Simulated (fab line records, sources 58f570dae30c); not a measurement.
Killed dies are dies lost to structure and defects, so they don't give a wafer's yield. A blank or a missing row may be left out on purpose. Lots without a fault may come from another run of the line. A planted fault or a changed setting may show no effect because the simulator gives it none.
Which tool did it? | flow berkeley_cmos170 | 7 lots, 21 wafers sampled, at 2 steps of a route of 331

WHAT THE GAUGES READ, wafer by wafer
UCB170_M1_RS_MEAS_01: measures by four-point-probe.
lot  | measured     | on            | M1_AL_RS (ohm/sq)
L532 | day 7 19:17  | film_metro-02 | 0.0487 0.0482 0.0490
L535 | day 8 05:43  | film_metro-04 | 0.0477 0.0474 0.0478
L538 | day 9 02:35  | film_metro-01 | 0.0481 0.0480 0.0479
L542 | day 10 02:38 | film_metro-01 | 0.0492 0.0491 0.0493
L545 | day 10 09:49 | film_metro-02 | 0.0478 0.0484 0.0479
L547 | day 10 17:31 | film_metro-01 | 0.0568 0.0582 0.0572
L550 | day 11 17:09 | film_metro-04 | 0.0578 0.0573 0.0575

WHICH TOOL RAN EACH LOT (tool, then ch and the chambers of the sampled wafers, then the start)
lot  | UCB170_M1_SPUTTER_00
L532 | pvd_sputter-04, day 7 19:12
L535 | pvd_sputter-04, day 8 05:38
L538 | pvd_sputter-03, day 9 02:30
L542 | pvd_sputter-03, day 10 02:34
L545 | pvd_sputter-01, day 10 09:44
L547 | pvd_sputter-03, day 10 17:27
L550 | pvd_sputter-03, day 11 17:03
- UCB170_M1_SPUTTER_00: material Al, target thk 600 nm, time 80 s.

THE ANSWER, worked out from the rows above alone
Rule: what is usual is taken from the lots themselves. Put in order of their means at a reading, lots are off if they are a third of the lots or fewer, leave a main group of 4 or more, and stand apart from it by a gap of 3 or more times the standard deviation of the main group's means; of several such gaps the widest counts. A main group whose means are all the same, to the digits that the tables above print for the reading, isn't used. A lot without any number at a reading at which 4 lots or more have one is off too. The other lots that the step has rows for count as sound.
Off: L547, L550, at UCB170_M1_RS_MEAS_01 (M1_AL_RS). The main group: mean 0.0483 ohm/sq, standard deviation 0.00055.
A tool fits if, at a process step before that reading, it ran every lot that is off, and no sound lot after the first of them. The gauges at UCB170_M1_RS_MEAS_01 are tried like those tools. One fits: pvd_sputter-03 at UCB170_M1_SPUTTER_00. Its last sound lot is L542 (day 10 02:34), its first lot that is off L547 (day 10 17:27): a fault that began between those two fits.

WHAT THE SIMULATOR HAD PUT IN
Site profile drift: pvd_sputter-03, from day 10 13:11 on, at UCB170_M1_SPUTTER_00. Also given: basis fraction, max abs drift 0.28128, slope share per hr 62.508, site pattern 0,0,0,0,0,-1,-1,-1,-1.
Lots struck among those shown: L547, L550. The rule above found the same.
